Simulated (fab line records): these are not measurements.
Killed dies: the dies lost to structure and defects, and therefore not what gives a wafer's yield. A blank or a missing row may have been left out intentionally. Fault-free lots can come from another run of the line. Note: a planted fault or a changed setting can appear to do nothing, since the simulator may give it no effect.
Lot-split experiment -- flow ritCmos -- 23 wafers read from 5 lots, route of 202 steps

THE SPLIT
At RIT_NRETRO_IMPLANT_08, the setting energyKev was moved away from the recipe's 70 on 8 of the 23 wafers read, by -3.2% to +3.5%. All remaining wafers had this setting at the recipe value.

The reading is taken at the split's own step.

THE READING
The simulator's own value implant.drpNm, read by no gauge, in nm at RIT_NRETRO_IMPLANT_08. No usual value for it is given in the file.

wafer,"tool, chamber at the split",energyKev as run,against the recipe,"implant.drpNm, nm",against lot-mates on the recipe
L075.1,"implanter-01, 0",70,recipe,33.94,-
L075.4,"implanter-01, 0",70,recipe,33.94,-
L075.6,"implanter-01, 0",70,recipe,33.94,-
L075.2,"implanter-01, 0",71.87,+2.7%,34.7,+0.76
L075.5,"implanter-01, 0",71.87,+2.7%,34.7,+0.76
L076.1,"implanter-01, 0",72.45,+3.5%,34.93,+0.99
L076.4,"implanter-01, 0",72.45,+3.5%,34.93,+0.99
L076.3,"implanter-01, 0",70,recipe,33.94,-
L076.5,"implanter-01, 0",70,recipe,33.94,-
L076.6,"implanter-01, 0",70,recipe,33.94,-
L077.1,"implanter-01, 0",70,recipe,33.94,-
L077.2,"implanter-01, 0",70,recipe,33.94,-
L077.5,"implanter-01, 0",70,recipe,33.94,-
L083.1,"implanter-02, 0",67.79,-3.2%,33.02,-0.92
L083.4,"implanter-02, 0",67.79,-3.2%,33.02,-0.92
L083.2,"implanter-02, 0",70,recipe,33.94,-
L083.5,"implanter-02, 0",70,recipe,33.94,-
L083.6,"implanter-02, 0",70,recipe,33.94,-
L085.2,"implanter-03, 0",71.87,+2.7%,34.7,+0.76
L085.4,"implanter-03, 0",71.87,+2.7%,34.7,+0.76
L085.3,"implanter-03, 0",70,recipe,33.94,-
L085.5,"implanter-03, 0",70,recipe,33.94,-
L085.6,"implanter-03, 0",70,recipe,33.94,-

FIT RESULTS
A straight line over all 23 wafers: implant.drpNm changes by +0.286 nm for each +1% of energyKev; r = +1.00; the points scatter about the line by 0.0056 nm.
The same after taking each lot's own level away (the mean of its wafers on the recipe; 23 wafers): +0.286 nm for each +1%; r = +1.00; scatter 0.0056 nm.
According to that fit, moving energyKev by its largest amount changes the reading by 1 nm.
The lots' own levels span 33.940 to 33.940 nm.
The two slopes are in agreement: the lot-to-lot level therefore moves the slope only a little.
Check: with one of the wafers moved furthest among these (+3.5%) left out of the fit, the line predicts +1 nm for it against its lot-mates. Against them it came out at +0.99 nm.

OTHER SPLITS APPLIED TO THESE WAFERS
Other splits were also applied to these wafers ahead of the reading. Each is held against what the fit with the lots' levels taken away leaves over:
other split on the same wafers,wafers away from the commonest value,r with implant.drpNm (lot level and that fit taken away)
RIT_ACTIVE_COAT_06 spinRpm,7,-0.06
RIT_ACTIVE_ETCH_13 rfW,8,+0.13
RIT_NWELL_COAT_01 spinRpm,7,-0.18
RIT_NWELL_IMPLANT_08 energyKev,11,-0.10

THE WHOLE CHAIN: every reading that the file lists as answering this split, in the file's order
step,what it does,reading,change (the file's fit),r (the file's)
RIT_NRETRO_IMPLANT_08,,"implant.rpNm (the simulator's own value, which no gauge read)",+0.869 nm for each +1% of the setting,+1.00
RIT_NRETRO_IMPLANT_08,,"implant.drpNm (the simulator's own value, which no gauge read)",+0.286 nm for each +1% of the setting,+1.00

FILE'S OWN FIT
implant.drpNm changes by +0.286 nm for each +1% of energyKev, r = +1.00.
